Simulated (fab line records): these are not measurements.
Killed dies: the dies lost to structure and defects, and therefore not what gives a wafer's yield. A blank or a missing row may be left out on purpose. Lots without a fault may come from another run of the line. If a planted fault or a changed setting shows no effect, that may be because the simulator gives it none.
fab line records | flow rit_cmos
[record] lots = 6 wafers = 18 last_day = 7
route steps=202 shown NSD@133 PSD@142 M1@202
lots untouched by any fault: they come from a run of this same line in which no faults occurred
start_h: hours from the record's first day to the start of the lot's first wafer shown | wait_h: how many hours have passed since the lot's step before this one | " unchanged from the row above | L1.1+2: a row that stands for several wafers | - no value, or no start given | * or withheld: withheld | < > ~ a bound
route shown NAME@n: a module of which the file shows steps, and the number in the route of the first | usual: the fault-free wafers' mean and standard deviation | same: alike in all rows | chamber/n: place in a boat | sites: the reading at each site | _std_site: the standard deviation of these | _edge_site: mean of outer sites minus mean of inner sites | radius_mm: how far each site lies from the wafer's centre | mask NAME#n: copy n | behind: the most recent tool/chamber to have shaped the wafer | hold: why the lot was held/for how many hours/how that ended | device: transistor that didn't switch, given as n, p or np | end of line: at the end of the route, the tests of the same wafers | a step without rows: its recipe alone | killed: at the first sort, the dies lost to defects and structure; wafer yield is something else | map: the dies of a wafer, with x for killed, . for not killed, _ for no die there
set.NAME: the setting the step ran with; set.NAME@STEP: the setting that earlier step ran with | model.NAME: the simulator's own value behind a step, which no gauge read
lots seen at some steps along the route; tables by step, rows by wafer
services: when a tool's chamber went out of use (start_h, in hours from the record's first day, below 0 if earlier), for how many hours, and the reason
[[steps]]
[step RIT_NSD_SOFTBAKE_02]
[recipe] resist = NOVOLAK temp_c = 90 time_s = 60
[step RIT_NSD_EXPOSE_03]
[recipe] mask_id = M9 na = 0.57 target_cd_nm = 40700 dose_mj = 250
[step RIT_NSD_PEB_04]
[recipe] resist = NOVOLAK temp_c = withheld time_s = withheld
[step RIT_NSD_DEVELOP_05]
[recipe] resist = NOVOLAK develop_time_s = 50 dev_temp_c = 23
[step RIT_NSD_OVL_MEAS_06]
[usual] NSD_OVL = 0.4/1.3
// columns lot.wafer tool chamber start_h wait_h NSD_OVL[nm]
L623.2 overlay-02 - 58.43 - -0.5
L623.3 " - " " -1.0
L623.5 " - " " -1.5
L625.1 overlay-01 - 68.24 - -0.9
L625.5 " - " " -0.3
L625.6 " - " " 2.7
L626.2 overlay-02 - 75.61 - 0.0
L626.5 " - " " -0.3
L626.6 " - " " -1.1
L629.3 overlay-02 - 88.94 - 1.6
L629.4 " - " " 1.0
L629.5 " - " " 0.0
L639.2 overlay-02 - 137.21 - -1.1
L639.5 " - " " -1.7
L639.6 " - " " 0.3
L642.1 overlay-01 - 154.06 - 1.7
L642.3 " - " " 1.4
L642.6 " - " " 1.5
[step RIT_NSD_HARDBAKE_07]
[recipe] resist = NOVOLAK temp_c = 140 time_s = 60
[step RIT_NSD_IMPLANT_08]
[recipe] species = P energy_kev = 25.35 dose_cm2 = 1e+15 tilt_deg = 7
[step RIT_NSD_STRIP_09]
[recipe] chemistry = O2 time_s = 180 resist = NOVOLAK platen_temp_c = withheld power_w = 500 pressure_mtorr = 4000 o2_flow_sccm = 4000
[usual] drypump_motor_current_A = 5.6/0.49
// columns lot.wafer tool chamber start_h wait_h drypump_motor_current_A rf_hours_counter_h
L623.2 plasma_asher-03 1 58.76 0.1 6.1 44
L623.3 " 0 " " 5.2 -
L623.5 " 1 " " 6.0 -
L625.1 plasma_asher-03 1 68.57 0.1 6.0 45
L625.5 " 1 " " 6.1 -
L625.6 " 0 " " 5.2 -
L626.2 plasma_asher-01 0 75.94 0.1 5.6 45
L626.5 " 1 " " 5.7 -
L626.6 " 0 " " 5.6 -
L629.3 plasma_asher-02 1 89.32 0.1 4.8 -
L629.4 " 0 " " 6.3 -
L629.5 " 0 " " 6.3 -
L639.2 plasma_asher-03 0 137.54 0.1 5.2 53
L639.5 " 1 " " 6.0 -
L639.6 " 0 " " 5.2 -
L642.1 plasma_asher-01 0 154.40 0.1 5.6 52
L642.3 " 0 " " 5.6 -
L642.6 " 0 " " 5.6 -
[step RIT_NSD_TW_MEAS_10]
[usual] NSD_TW = 3131/15
// columns lot.wafer tool chamber start_h wait_h NSD_TW
L623.2 film_metro-02 - 58.95 0.1 3126
L623.3 " - " " 3134
L623.5 " - " " 3118
L625.1 film_metro-02 - 68.75 0.1 3137
L625.5 " - " " 3153
L625.6 " - " " 3122
L626.2 film_metro-02 - 76.12 0.1 3123
L626.5 " - " " 3141
L626.6 " - " " 3142
L629.3 film_metro-02 - 89.46 0.1 3162
L629.4 " - " " 3125
L629.5 " - " " 3134
L639.2 film_metro-02 - 137.72 0.1 3147
L639.5 " - " " 3135
L639.6 " - " " 3156
L642.1 film_metro-02 - 154.57 0.1 3164
L642.3 " - " " 3133
L642.6 " - " " 3145
[step RIT_PSD_HMDS_00]
[recipe] prime_time_s = 60 prime_temp_c = 140
[step RIT_PSD_COAT_01]
[recipe] resist = NOVOLAK spin_rpm = 3250 resist_thk_nm = 1000
[step RIT_PSD_SOFTBAKE_02]
[recipe] resist = NOVOLAK temp_c = 90 time_s = 60
[step RIT_PSD_EXPOSE_03]
[recipe] mask_id = M10 na = 0.57 target_cd_nm = 40900 dose_mj = 250
// columns lot.wafer tool chamber start_h wait_h mask model.PSD.overlay_x_nm
L623.2+3+5 iline_stepper-02 0 59.59 0.2 M10#0 3.636
L625.1+5+6 iline_stepper-01 0 69.38 0.2 M10#0 1.316
L626.2+5+6 iline_stepper-01 0 76.64 0.1 M10#0 8384
L629.3+4+5 iline_stepper-01 0 90.12 0.2 M10#0 8382
L639.2+5+6 iline_stepper-02 0 138.24 0.1 M10#0 1.822
L642.1+3+6 iline_stepper-02 0 155.21 0.2 M10#0 -3.662
[step RIT_PSD_PEB_04]
[recipe] resist = NOVOLAK temp_c = withheld time_s = withheld
[step RIT_PSD_DEVELOP_05]
[recipe] resist = NOVOLAK develop_time_s = 50 dev_temp_c = 23
[step RIT_PSD_OVL_MEAS_06]
[usual] PSD_OVL = 0.0/1.5
// columns lot.wafer tool chamber start_h wait_h PSD_OVL[nm]
L623.2 overlay-01 - 59.98 - 1.9
L623.3 " - " " 1.2
L623.5 " - " " 0.8
L625.1 overlay-02 - 69.85 - -0.9
L625.5 " - " " 0.3
L625.6 " - " " -0.5
L626.2 overlay-01 - 77.03 - -
L626.5 " - " " -
L626.6 " - " " -
L629.3 overlay-01 - 90.49 - -
L629.4 " - " " -
L629.5 " - " " -
L639.2 overlay-01 - 138.63 - 1.6
L639.5 " - " " -0.1
L639.6 " - " " 1.3
L642.1 overlay-01 - 155.61 - -1.9
L642.3 " - " " -2.5
L642.6 " - " " -1.8
[step RIT_PSD_HARDBAKE_07]
[recipe] resist = NOVOLAK temp_c = 140 time_s = 60
[step RIT_M1_PROBE_99]
[usual] killed_at_M0_to_M3 = 0.0/0.14 killed_at_front_end = 7.2/2.9 killed_dies = 7.3/2.9 killed_on_rim = 1.9/1.2 killed_open = 3.6/1.9 killed_short = 3.8/1.9
[same] gross_dies = 264 killed_at_M4_up = 0 killed_at_back_side = 0 killed_at_contacts = 0 killed_at_other = 0
// columns lot.wafer tool chamber start_h wait_h killed_at_M0_to_M3 killed_at_front_end killed_dies killed_on_rim killed_open killed_short model.etest.select_edge_diode_p.over_limit model.etest.nmos_0p3.short model.etest.ring.over_limit model.etest.pmos_0p3.over_limit model.etest.retro_edge_nmos.over_limit model.etest.pmos_turned.short model.etest.pmos_narrow.short model.etest.nmos_0p15.short
L623.2 prober-01 - 68.81 0.1 0 6 6 4 2 4 0 0 0 0 0 0 0 0
L623.3 prober-01 - 68.86 0.2 0 3 3 0 1 2 0 0 0 0 0 0 0 0
L623.5 prober-01 - 68.96 0.2 0 8 8 1 3 5 0 0 0 0 0 0 0 0
L625.1 prober-01 - 78.19 0.1 0 7 7 2 3 4 0 0 0 0 0 0 0 0
L625.5 prober-01 - 78.39 0.2 0 7 7 1 4 3 0 0 0 0 0 0 0 0
L625.6 prober-01 - 78.44 0.2 0 17 17 3 9 8 0 0 0 0 0 0 0 0
L626.2 prober-02 - 85.43 0.1 0 264 264 70 5 2 1 1 1 1 1 1 1 1
L626.5 prober-02 - 85.58 0.2 0 264 264 70 3 4 1 1 1 1 1 1 1 1
L626.6 prober-02 - 85.63 0.2 1 263 264 70 1 3 1 1 1 1 1 1 1 1
L629.3 prober-01 - 101.09 0.2 0 264 264 70 2 3 1 1 1 1 1 1 1 1
L629.4 prober-01 - 101.14 0.2 0 264 264 70 2 1 1 1 1 1 1 1 1 1
L629.5 prober-01 - 101.19 0.2 0 264 264 70 2 2 1 1 1 1 1 1 1 1
L639.2 prober-01 - 147.27 0.1 0 2 2 0 0 2 0 0 0 0 0 0 0 0
L639.5 prober-01 - 147.42 0.2 0 7 7 2 4 3 0 0 0 0 0 0 0 0
L639.6 prober-01 - 147.47 0.2 0 5 5 1 1 4 0 0 0 0 0 0 0 0
L642.1 prober-02 - 166.02 0.1 0 10 10 1 6 4 0 0 0 0 0 0 0 0
L642.3 prober-02 - 166.12 0.2 0 5 5 1 4 1 0 0 0 0 0 0 0 0
L642.6 prober-02 - 166.27 0.2 0 7 7 2 2 5 0 0 0 0 0 0 0 0
// killed by level:class
L623.2 FOX2:geometric_particle:short=2 FOX2:geometric_particle:open=2 GATE:geometric_particle:short=1 REOX:geometric_particle:short=1
L623.3 FOX2:geometric_particle:short=1 SPACER:geometric_particle:short=1 SPACER:geometric_particle:open=1
L623.5 GATE:geometric_particle:short=3 REOX:geometric_particle:open=3 REOX:geometric_particle:short=1 SPACER:geometric_particle:short=1
L625.1 GATE:geometric_particle:short=2 FOX1:geometric_particle:short=1 FOX2:geometric_particle:open=1 GATE:geometric_particle:open=1 REOX:geometric_particle:open=1 REOX:geometric_particle:short=1
L625.5 GATE:geometric_particle:open=3 FOX1:geometric_particle:short=1 GATE:geometric_particle:short=1 SILICIDE:geometric_particle:short=1 SILICIDE:geometric_particle:open=1
L625.6 GATE:geometric_particle:short=5 REOX:geometric_particle:open=4 GATE:geometric_particle:open=3 REOX:geometric_particle:short=3 SPACER:geometric_particle:open=1 SILICIDE:geometric_particle:open=1
L626.2 PSD:overlay=257 SPACER:geometric_particle:open=4 GATE:geometric_particle:open=1 REOX:geometric_particle:short=1 SILICIDE:geometric_particle:short=1
L626.5 PSD:overlay=257 SPACER:geometric_particle:short=2 FOX1:geometric_particle:short=1 FOX1:geometric_particle:open=1 GATE:geometric_particle:open=1 GATE:geometric_particle:short=1 SPACER:geometric_particle:open=1
L626.6 PSD:overlay=260 REOX:geometric_particle:open=1 REOX:geometric_particle:short=1 SILICIDE:geometric_particle:short=1 M1:geometric_particle:short=1
L629.3 PSD:overlay=259 GATE:geometric_particle:open=2 GATE:geometric_particle:short=2 SPACER:geometric_particle:short=1
L629.4 PSD:overlay=261 GATE:geometric_particle:open=2 SPACER:geometric_particle:short=1
L629.5 PSD:overlay=260 FOX1:geometric_particle:open=1 FOX2:geometric_particle:short=1 SPACER:geometric_particle:short=1 SPACER:geometric_particle:open=1
L639.2 FOX2:geometric_particle:short=1 SILICIDE:geometric_particle:short=1
L639.5 GATE:geometric_particle:open=2 FOX1:geometric_particle:open=1 FOX1:geometric_particle:short=1 GATE:geometric_particle:short=1 REOX:geometric_particle:short=1 SPACER:geometric_particle:open=1
L639.6 FOX1:geometric_particle:short=1 REOX:geometric_particle:open=1 REOX:geometric_particle:short=1 SPACER:geometric_particle:short=1 SILICIDE:geometric_particle:short=1
L642.1 SPACER:geometric_particle:open=3 FOX1:geometric_particle:open=2 GATE:geometric_particle:short=2 REOX:geometric_particle:short=2 GATE:geometric_particle:open=1
L642.3 FOX2:geometric_particle:open=1 GATE:geometric_particle:short=1 GATE:geometric_particle:open=1 REOX:geometric_particle:open=1 SPACER:geometric_particle:open=1
L642.6 REOX:geometric_particle:short=2 REOX:geometric_particle:open=2 FOX1:geometric_particle:short=1 GATE:geometric_particle:short=1 SILICIDE:geometric_particle:short=1
// map L626.2 (x killed, . not)
________xxxxxxx_______
_____xxxxxxxxxxxxx____
____xxxxxxxxxxxxxxx___
___xxxxxxxxxxxxxxxxx__
__xxxxxxxxxxxxxxxxxxx_
__xxxxxxxxxxxxxxxxxxx_
_xxxxxxxxxxxxxxxxxxxxx
_xxxxxxxxxxxxxxxxxxxxx
_xxxxxxxxxxxxxxxxxxxxx
_xxxxxxxxxxxxxxxxxxxxx
__xxxxxxxxxxxxxxxxxxx_
__xxxxxxxxxxxxxxxxxxx_
___xxxxxxxxxxxxxxxxx__
____xxxxxxxxxxxxxxx___
_____xxxxxxxxxxxxx____
________xxxxxxx_______
// map L629.3 (x killed, . not)
________xxxxxxx_______
_____xxxxxxxxxxxxx____
____xxxxxxxxxxxxxxx___
___xxxxxxxxxxxxxxxxx__
__xxxxxxxxxxxxxxxxxxx_
__xxxxxxxxxxxxxxxxxxx_
_xxxxxxxxxxxxxxxxxxxxx
_xxxxxxxxxxxxxxxxxxxxx
_xxxxxxxxxxxxxxxxxxxxx
_xxxxxxxxxxxxxxxxxxxxx
__xxxxxxxxxxxxxxxxxxx_
__xxxxxxxxxxxxxxxxxxx_
___xxxxxxxxxxxxxxxxx__
____xxxxxxxxxxxxxxx___
_____xxxxxxxxxxxxx____
________xxxxxxx_______
[[services]]
// columns tool chamber start_h hours kind
plasma_asher-01 - 83.32 14.6 pm
plasma_asher-02 - 108.75 9.0 pm
plasma_asher-02 0 108.75 9.0 vent_cycle
plasma_asher-02 1 108.75 9.0 vent_cycle
plasma_asher-02 - 117.75 2.8 pm
plasma_asher-02 0 117.75 - clean
plasma_asher-02 1 117.75 - clean
iline_stepper-01 - 135.02 2.7 repair
[[key]]
[first_sign] step = RIT_PSD_OVL_MEAS_06 reading = PSD_OVL direction = missing
[effect] step = RIT_M1_PROBE_99 reading = killed_at_front_end direction = up sigmas = 88 usual = 7.2 struck = 263.8
[model_effect] step = RIT_PSD_EXPOSE_03 value = PSD.overlay_x_nm without = -0.1337 struck = 8383
[model_effect] step = RIT_M1_PROBE_99 value = etest.select_edge_diode_p.over_limit without = 0 struck = 1
[more_kills_born_at] RIT_PSD_EXPOSE_03@iline_stepper-01 = 1554
met_at RIT_PSD_EXPOSE_03
struck_wafers L626.2,L626.5,L626.6,L629.3,L629.4,L629.5
tester_left_out L626,L629
onset_between 69.38 76.64
[fault] kind = scanner_matching_overlay tool = iline_stepper-01 chamber = - onset_h = 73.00 steps = RIT_PSD_EXPOSE_03 offset = 8383.5
// tester_left_out: of these lots the tester's yield and bins aren't shown, on N5 and GAA mostly nor the transistor test; their killed dies are dies lost to structure and defects alone, not to doping, threshold or leakage, so they don't give the yield
